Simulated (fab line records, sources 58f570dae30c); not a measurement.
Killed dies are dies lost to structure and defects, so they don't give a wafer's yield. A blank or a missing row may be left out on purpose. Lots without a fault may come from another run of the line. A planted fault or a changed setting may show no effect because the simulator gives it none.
Problem report in the 8D (eight disciplines) form, filled by code | flow berkeley_cmos170 | the parts of the form that need people (team, actions taken, sign-off) are left out

1. THE PROBLEM
NWELL_OXIDE_THK at UCB170_NWELL_THK_MEAS_02 reads a mean of 41.6 nm on 6 wafers of 2 lots; wafers without a fault read 26.2 nm with a standard deviation of 0.5. That is +31 standard deviations from the usual mean.
First seen on wafer L385.3, day 3 23:11, on film_metro-03. The record holds 42 wafers of 14 lots with a number at this step. Rule for "out", or "out of limits": more than 4 standard deviations from the usual mean. The other wafers with a number count as sound.

2. WHAT IT IS AND WHAT IT IS NOT
question                    | is                           | is not
which readings at this step | NWELL_OXIDE_THK              | -
which lots                  | L385, L386                   | L375, L376, L377, L379, L380, L381, L382, L383, L384, L387, L388, L395
which wafers of those lots  | all that have a number       | -
read on which gauges        | film_metro-01, film_metro-03 | film_metro-04
when                        | from day 3 23:11             | up to then (27 sound wafers); but 9 sound wafers of L387, L388, L395 came after

3. SUSPECTS, AND WHAT RULES EACH OUT
Counting: a tool at a process step up to the reading stays a suspect if it ran every lot that is out and no sound lot after the first of them.
- the gauge at UCB170_NWELL_THK_MEAS_02: ruled out. The wafers that are out were read on 2 gauges (film_metro-01, film_metro-03).
- furnace-03 at UCB170_NWELL_OXIDATION_01 (target thk 26.4 nm, ox time 1260 s): kept. It ran every lot that is out, first L385 (day 3 21:49), and no sound lot after that; its last sound lot up to then is L384 (day 3 16:37). Its own readings are out on those wafers: spike_tc_centre_C, spike_tc_load_C, spike_tc_source_C, tube_center_temp_C, tube_center_temp_C_max.
Left after counting: furnace-03 at UCB170_NWELL_OXIDATION_01.

4. THE CAUSE (what the simulator had put in)
Process parameter drift: furnace-03, from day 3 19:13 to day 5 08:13, at UCB170_NWELL_OXIDATION_01. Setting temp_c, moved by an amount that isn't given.
Counting left only this tool.

5. THE CHAIN OF EFFECTS, in route order
Each row: a reading whose mean over the struck wafers that have a number lies more than 3 standard deviations from the usual. Only readings for which the record gives a usual standard deviation are gone through. hours: the time from each lot's start at the first step in this table that gives one to its start at this step, as a median over the lots. sigmas: the change in usual standard deviations.
hours | step                      | reading                | usual    | on struck wafers | change | sigmas
0     | UCB170_NWELL_OXIDATION_01 | spike_tc_centre_C      | 1003.0 C | 1056.2           | +53.2  | +41
0     | UCB170_NWELL_OXIDATION_01 | spike_tc_load_C        | 1022.8 C | 1078.3           | +55.5  | +19
0     | UCB170_NWELL_OXIDATION_01 | spike_tc_source_C      | 1024 C   | 1078             | +54    | +16
0     | UCB170_NWELL_OXIDATION_01 | tube_center_temp_C     | 999.99 C | 1054.20          | +54.21 | +99 or more
0     | UCB170_NWELL_OXIDATION_01 | tube_center_temp_C_max | 1002.6   | 1056.6           | +54.0  | +99 or more
0     | UCB170_NWELL_OXIDATION_01 | zone_power_centre_pct  | 48.5 %   | 52.5             | +4.0   | +3.1
0     | UCB170_NWELL_OXIDATION_01 | zone_power_load_pct    | 37.2 %   | 44.0             | +6.8   | +3.6
1     | UCB170_NWELL_THK_MEAS_02  | NWELL_OXIDE_THK        | 26.2 nm  | 41.6             | +15.4  | +31
The process steps in it:
- UCB170_NWELL_OXIDATION_01: target thk 26.4 nm, ox time 1260 s.
Later measuring or inspecting steps at which every struck wafer that the step has a row for has a number for every such reading, and none has moved that far: UCB170_CONTACT_CD_MEAS_15.

6. WHAT WOULD HAVE CAUGHT IT SOONER
In this record the first reading out of limits at a measuring or inspecting step was taken at day 3 23:11, 4 hours after the fault began at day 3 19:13.
The tool's own readings at UCB170_NWELL_OXIDATION_01 were out on every struck wafer that the step has a row for (spike_tc_centre_C, spike_tc_load_C, spike_tc_source_C, tube_center_temp_C, tube_center_temp_C_max): an alarm limit on them would have fired on the first of those.
All the lots that are out (2) had begun UCB170_NWELL_OXIDATION_01 on furnace-03 by day 3 23:11. A hold on the tool at that time would have spared none of them.
